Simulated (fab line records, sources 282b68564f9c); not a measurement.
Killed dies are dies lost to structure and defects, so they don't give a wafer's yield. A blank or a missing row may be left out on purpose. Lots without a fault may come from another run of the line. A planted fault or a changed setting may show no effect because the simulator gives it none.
fab line records | flow rit_cmos
record lots=6 wafers=18 last_day=7
route steps=202 shown PSD@144 SDANNEAL@153 M1@202
lots that met no fault: from a run of the same line without faults
start_h: hours from the record's first day to the start of the lot's first wafer shown | wait_h: hours since the lot's step before | " the same as in the row above | L1.1+2: a row that stands for several wafers | - no value, or no start given | * or withheld: withheld | < > ~ a bound
route shown NAME@n: a module of which the file shows steps, and the number in the route of the first | usual: mean/standard deviation of fault-free wafers | same: alike in all rows | chamber/n: place in a boat | sites: the reading at each site | _std_site: their standard deviation | _edge_site: outer sites' mean less inner sites' | radius_mm: how far each site lies from the wafer's centre | mask NAME#n: copy n | behind: the tool/chamber that last shaped the wafer | hold: why the lot was held/for how many hours/how that ended | device: the transistor (n, p or np) that didn't switch | end of line: the same wafers' tests at the end of the route | a step without rows: its recipe alone | killed: dies lost to structure and defects at the first sort, not the wafer's yield | map: a wafer's dies, x killed, . not, _ none there
set.NAME: the setting as run; set.NAME@STEP: as run at that earlier step | model.NAME: the simulator's own value behind a step, which no gauge read
lots at some steps of the route; a table a step, a row a wafer
services: from which hour (start_h, from the record's first day; less than 0 if before it) a tool's chamber was out of use, for how many hours, and why
## steps
# step RIT_PSD_SOFTBAKE_02
# recipe resist=NOVOLAK temp_c=90 time_s=60
# step RIT_PSD_EXPOSE_03
# recipe mask_id=M10 na=0.57 target_cd_nm=40900 dose_mj=250
# step RIT_PSD_PEB_04
# recipe resist=NOVOLAK temp_c=withheld time_s=withheld
# step RIT_PSD_DEVELOP_05
# recipe resist=NOVOLAK develop_time_s=50 dev_temp_c=23
# step RIT_PSD_OVL_MEAS_06
# usual PSD_OVL=-0.7/1.2
# columns lot.wafer tool chamber start_h wait_h PSD_OVL[nm]
L577.2 overlay-02 - 99.07 - -2.6
L577.5 " - " " -1.3
L577.6 " - " " -1.0
L580.2 overlay-02 - 113.04 - -1.6
L580.3 " - " " -2.1
L580.6 " - " " -1.2
L584.1 overlay-02 - 133.15 - -0.2
L584.4 " - " " 1.3
L584.6 " - " " 1.1
L586.4 overlay-01 - 144.29 - 1.3
L586.5 " - " " 0.6
L586.6 " - " " 0.7
L587.1 overlay-01 - 147.00 - 1.6
L587.2 " - " " -1.2
L587.4 " - " " -0.4
L589.2 overlay-01 - 159.83 - -0.4
L589.3 " - " " -2.4
L589.6 " - " " -0.4
# step RIT_PSD_HARDBAKE_07
# recipe resist=NOVOLAK temp_c=140 time_s=60
# step RIT_PSD_IMPLANT_08
# recipe species=BF2 energy_kev=27 dose_cm2=5.117e+15 tilt_deg=7
# step RIT_PSD_STRIP_09
# recipe chemistry=O2 time_s=180 resist=NOVOLAK platen_temp_c=withheld power_w=500 pressure_mtorr=4000 o2_flow_sccm=4000
# usual drypump_motor_current_A=5.59/0.28 o2_flow_sccm=4000/12
# columns lot.wafer tool chamber start_h wait_h drypump_motor_current_A o2_flow_sccm rf_hours_counter_h
L577.2 plasma_asher-02 1 99.40 0.1 5.78 3992 47
L577.5 " 0 " " 5.47 4008 -
L577.6 " 1 " " 5.81 4002 -
L580.2 plasma_asher-02 0 113.37 0.1 5.49 4019 48
L580.3 " 0 " " 5.48 4023 -
L580.6 " 1 " " 5.81 4003 -
L584.1 plasma_asher-02 1 133.49 0.1 5.82 4003 51
L584.4 " 0 " " 5.49 4007 -
L584.6 " 0 " " 5.50 4008 -
L586.4 plasma_asher-02 1 144.66 0.1 5.78 3997 -
L586.5 " 0 " " 5.48 3997 -
L586.6 " 1 " " 5.80 3992 -
L587.1 plasma_asher-02 1 147.33 0.1 5.79 4022 52
L587.2 " 0 " " 5.53 3990 52
L587.4 " 1 " " 5.79 4026 -
L589.2 plasma_asher-03 1 160.16 0.1 5.18 4012 4
L589.3 " 0 " " 5.53 3987 -
L589.6 " 1 " " 5.20 3993 -
# step RIT_PSD_TW_MEAS_10
# usual PSD_TW=3430/41
# columns lot.wafer tool chamber start_h wait_h PSD_TW
L577.2 film_metro-02 - 99.59 0.1 3374
L577.5 " - " " 3404
L577.6 " - " " 3388
L580.2 film_metro-02 - 113.55 0.1 3385
L580.3 " - " " 3366
L580.6 " - " " 3393
L584.1 film_metro-01 - 133.66 0.1 3460
L584.4 " - " " 3466
L584.6 " - " " 3437
L586.4 film_metro-04 - 144.81 0.1 3469
L586.5 " - " " 3488
L586.6 " - " " 3452
L587.1 film_metro-04 - 147.51 0.1 3473
L587.2 " - " " 3480
L587.4 " - " " 3461
L589.2 film_metro-02 - 160.34 0.1 3370
L589.3 " - " " 3412
L589.6 " - " " 3398
# step RIT_SDANNEAL_CLEAN_00
# recipe chemistry=SC1 mix=3:3:50 time_s=600 temp_c=75
# step RIT_SDANNEAL_CLEAN_01
# recipe chemistry=dHF dilution=50:1 time_s=30
# step RIT_SDANNEAL_CLEAN_02
# recipe chemistry=SC2 mix=3:3:50 time_s=600 temp_c=75 dry=n2_spin
# step RIT_SDANNEAL_RTA_03
# recipe temp_c=1050 time_s=5 idle_temp_c=600 ramp_up_c_per_s=342 ramp_down_c_per_s=171 cool_to_c=600 ambient=N2
# usual wafer_temp_C_max=1053.5/1.2
# columns lot.wafer tool chamber start_h wait_h wafer_temp_C_max
L577.2 rtp_anneal-02 0 100.37 0.0 1053.9
L577.5 " 0 " " 1053.3
L577.6 " 0 " " 1053.4
L580.2 rtp_anneal-01 0 113.98 0.0 1055.2
L580.3 " 0 " " 1052.2
L580.6 " 0 " " 1052.7
L584.1 rtp_anneal-01 0 134.14 0.0 1053.2
L584.4 " 0 " " 1052.6
L584.6 " 0 " " 1054.9
L586.4 rtp_anneal-01 0 145.25 0.0 1052.7
L586.5 " 0 " " 1055.9
L586.6 " 0 " " 1053.1
L587.1 rtp_anneal-02 0 147.97 0.0 1053.8
L587.2 " 0 " " 1054.9
L587.4 " 0 " " 1054.7
L589.2 rtp_anneal-02 0 160.78 0.0 1053.1
L589.3 " 0 " " 1056.9
L589.6 " 0 " " 1053.3
# step RIT_SDANNEAL_RS_MEAS_04
# recipe thk_meas_gauge=four-point-probe
# usual PSD_RS=115.58/0.29
# columns lot.wafer tool chamber start_h wait_h hold PSD_RS[ohm/sq]
L577.2 film_metro-04 - 100.43 0.1 - 115.99
L577.5 " - " " - 115.62
L577.6 " - " " - 115.78
L580.2 film_metro-04 - 114.05 0.1 - 115.78
L580.3 " - " " - 115.67
L580.6 " - " " - 115.45
L584.1 film_metro-02 - 134.20 - await_dispo/0.2h/release 72.49
L584.4 " - " " await_dispo/0.2h/release 72.39
L584.6 " - " " await_dispo/0.2h/release 72.75
L584.1 film_metro-02 - 134.56 0.3 - 72.41
L584.4 " - " " - 72.47
L584.6 " - " " - 72.57
L586.4 film_metro-04 - 145.34 - await_dispo/0.2h/release 72.19
L586.5 " - " " await_dispo/0.2h/release 72.02
L586.6 " - " " await_dispo/0.2h/release 72.22
L586.4 film_metro-04 - 145.70 0.3 - 72.45
L586.5 " - " " - 72.12
L586.6 " - " " - 72.14
L587.1 film_metro-02 - 148.08 0.1 - 115.47
L587.2 " - " " - 115.61
L587.4 " - " " - 115.61
L589.2 film_metro-04 - 160.85 0.1 - 115.55
L589.3 " - " " - 115.45
L589.6 " - " " - 115.70
# step RIT_M1_PROBE_99
# usual defect_limited_yield=97.4/1.2 killed_at_front_end=7/3 killed_dies=7/3.1 killed_open=3.4/2.1 killed_short=3.4/2 sort_bin_3_pad_short=0.1/0.23 sort_bin_5_function=1.5/0.76 sort_bin_6_memory=1.0/0.74 sort_n_pass=257/3.1 sort_yield_pct=97.4/1.2
# same gross_dies=264 killed_at_M0_to_M3=0 killed_at_M4_up=0 killed_at_back_side=0 killed_at_contacts=0 killed_at_other=0
# columns lot.wafer tool chamber start_h wait_h defect_limited_yield[%] killed_at_front_end killed_dies killed_open killed_short sort_bin_3_pad_short[%] sort_bin_5_function[%] sort_bin_6_memory[%] sort_n_pass sort_yield_pct[%]
L577.2 prober-02 - 108.14 0.1 98.1 5 5 4 1 0 1.1 0.8 259 98.1
L577.5 prober-02 - 108.29 0.2 97.7 6 6 1 5 0 1.5 0.8 258 97.7
L577.6 prober-02 - 108.34 0.2 95.1 13 13 7 6 0 2.7 2.3 251 95.1
L580.2 prober-01 - 121.41 0.1 99.2 2 2 2 0 0 0.8 0 262 99.2
L580.3 prober-01 - 121.46 0.2 96.6 9 9 5 4 0 1.5 1.9 255 96.6
L580.6 prober-01 - 121.61 0.2 97.3 7 7 3 4 0.4 0.4 1.9 257 97.3
L587.1 prober-02 - 155.54 0.1 97.7 6 6 2 4 0 1.1 1.1 258 97.7
L587.2 prober-02 - 155.59 0.1 96.6 9 9 5 4 0.4 1.5 1.5 255 96.6
L587.4 prober-02 - 155.69 0.2 98.5 4 4 3 1 0 0.8 0.8 260 98.5
# killed by level:class
L577.2 SPACER:geometric_particle:open=2 REOX:geometric_particle:open=1 SILICIDE:geometric_particle:open=1 SILICIDE:geometric_particle:short=1
L577.5 REOX:geometric_particle:short=2 SILICIDE:geometric_particle:short=2 GATE:geometric_particle:short=1 GATE:geometric_particle:open=1
L577.6 REOX:geometric_particle:short=4 GATE:geometric_particle:open=3 GATE:geometric_particle:short=2 REOX:geometric_particle:open=2 SPACER:geometric_particle:open=2
L580.2 SILICIDE:geometric_particle:open=2
L580.3 GATE:geometric_particle:short=2 REOX:geometric_particle:open=2 FOX1:geometric_particle:short=1 FOX1:geometric_particle:open=1 GATE:geometric_particle:open=1 SILICIDE:geometric_particle:open=1 SILICIDE:geometric_particle:short=1
L580.6 FOX1:geometric_particle:open=2 FOX1:geometric_particle:short=2 GATE:geometric_particle:short=2 SPACER:geometric_particle:open=1
L587.1 GATE:geometric_particle:short=2 FOX2:geometric_particle:short=1 GATE:geometric_particle:open=1 REOX:geometric_particle:short=1 REOX:geometric_particle:open=1
L587.2 FOX1:geometric_particle:open=2 GATE:geometric_particle:short=2 GATE:geometric_particle:open=2 FOX1:geometric_particle:short=1 SPACER:geometric_particle:open=1 SILICIDE:geometric_particle:short=1
L587.4 GATE:geometric_particle:short=1 GATE:geometric_particle:open=1 REOX:geometric_particle:open=1 SPACER:geometric_particle:open=1
## services
# columns tool chamber start_h hours kind
plasma_asher-03 - 108.75 9.0 pm
plasma_asher-03 0 108.75 9.0 vent_cycle
plasma_asher-03 1 108.75 9.0 vent_cycle
plasma_asher-03 0 117.75 - clean
plasma_asher-03 1 117.75 - clean
plasma_asher-02 - 128.20 0.5 repair
plasma_asher-03 - 138.30 0.8 repair
plasma_asher-03 - 142.61 4.9 repair
plasma_asher-02 - 154.47 3.4 repair
## key
first_sign step=RIT_SDANNEAL_RS_MEAS_04 reading=visit direction=added
effect step=RIT_SDANNEAL_RS_MEAS_04 reading=PSD_RS direction=down sigmas=99+ usual=115.58 struck=72.34
met_at RIT_SDANNEAL_RTA_03
struck_wafers L584.1,L584.4,L584.6,L586.4,L586.5,L586.6
scrapped_behind RIT_SDANNEAL_RS_MEAS_04 L584.1,L584.4,L584.6,L586.4,L586.5,L586.6
onset_between 113.98 134.14
fault kind=process_parameter_drift tool=rtp_anneal-01 chamber=- onset_h=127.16 steps=RIT_SDANNEAL_RTA_03 channel=time_s offset=* shape=step end_h=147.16 acts_in=* stated=*
